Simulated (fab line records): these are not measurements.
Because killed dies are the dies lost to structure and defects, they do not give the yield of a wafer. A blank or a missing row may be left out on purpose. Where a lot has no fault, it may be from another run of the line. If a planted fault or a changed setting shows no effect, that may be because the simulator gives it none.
The same fault as seen by 2 desks + flow berkeley-cmos170 + every desk sees just its own numbers, and what lay behind them comes last

FOR THE TOOL OWNER'S DESK: lpcvd-01
The tool's own readings at UCB170_PWELL_CVD_05 (deposits Si3N4 from SiH2Cl2/NH3, target thk 220 nm, time 3300 s): means of the sampled wafers that have a number, for each lot that ran on this tool. A lot is out of limits, marked OUT, if its mean lies more than 4 standard deviations from the usual mean; the brackets give that distance.
Columns: A = pressure-mtorr at UCB170_PWELL_CVD_05, usual 199.9 mTorr
| lot  | first seen here | A                       |
|------|-----------------|-------------------------|
| L308 | day 2 23:41     | 199.9                   |
| L309 | day 2 23:41     | 200.2                   |
| L310 | day 3 08:15     | 200.4                   |
| L311 | day 3 13:14     | 199.8                   |
| L323 | day 5 23:31     | 100.1 (-99 or more) OUT |
| L325 | day 6 16:08     | 100.2 (-99 or more) OUT |
This desk finds L323, L325 out of limits, L323 being first, at day 5 23:31 (pressure-mtorr at UCB170_PWELL_CVD_05). Within limits: L308, L309, L310, L311.

AT THE METROLOGY DESK
Means of the sampled wafers that have a number, per lot and without regard to the tool the lot ran on: this is what the gauges read. A lot is out of limits, marked OUT, if its mean lies more than 4 standard deviations from the usual mean; the brackets give that distance.
Columns: A = NWELL_OXIDE_THK at UCB170_NWELL_THK_MEAS_02, usual 26.5 nm; B = PWELL_NITRIDE_THK at UCB170_PWELL_THK_MEAS_06, usual 220.5 nm; C = SCREENOX_OXIDE_THK at UCB170_SCREENOX_THK_MEAS_02, usual 14.41 nm; D = NSD_OVL at UCB170_NSD_OVL_MEAS_07, usual -1 nm
| lot  | first seen here | A    | B               | C     | D   |
|------|-----------------|------|-----------------|-------|-----|
| L308 | day 2 03:44     | 26.2 | 224.1           | 14.35 | -11 |
| L309 | day 2 03:44     | 26.7 | 222.8           | 13.98 | -5  |
| L310 | day 2 10:10     | 26.8 | 223.0           | 14.39 | 0   |
| L311 | day 2 15:40     | 26.6 | 220.1           | 14.74 | 1   |
| L312 | day 2 18:22     | 26.6 | 221.3           | 14.58 | -4  |
| L313 | day 3 01:52     | 26.9 | 217.8           | 14.58 | 1   |
| L314 | day 3 08:34     | 26.2 | 220.5           | 14.03 | 6   |
| L315 | day 3 13:54     | 27.0 | 223.2           | 14.51 | 3   |
| L316 | day 3 13:54     | 27.0 | 220.9           | 14.57 | -9  |
| L321 | day 4 16:41     | 26.6 | 220.5           | 14.38 | -2  |
| L323 | day 5 00:36     | 26.1 | 176.4 (-24) OUT | 14.97 | 1   |
| L324 | day 5 07:32     | 26.8 | 219.4           | 14.48 | 1   |
| L325 | day 5 15:49     | 26.9 | 179.1 (-23) OUT | 14.26 | 1   |
| L330 | day 6 18:09     | 25.5 | 219.7           | 14.35 | -4  |
Finding of this desk: L323, L325 out of limits, first seen on L323 at day 6 01:26 (PWELL_NITRIDE_THK at UCB170_PWELL_THK_MEAS_06). Within limits: L308, L309, L310, L311, L312, L313, L314, L315, L316, L321, L324, L330.

TAKEN TOGETHER
The tool owner's desk could have raised an alarm at day 5 23:31, on L323, L325.
Metrology desk: alarm possible at day 6 01:26 on L323, L325.
On lpcvd-01, each named lot ran UCB170_PWELL_CVD_05.

WHAT THE SIMULATOR HAD INSERTED
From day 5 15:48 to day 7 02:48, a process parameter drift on lpcvd-01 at UCB170_PWELL_CVD_05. From 200, the setting pressure-mtorr moved by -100. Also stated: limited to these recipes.
Lots struck among those shown: L323, L325.
Fault start to first reading out of limits, in hours, per desk: tool owner, 8; metrology, 10.
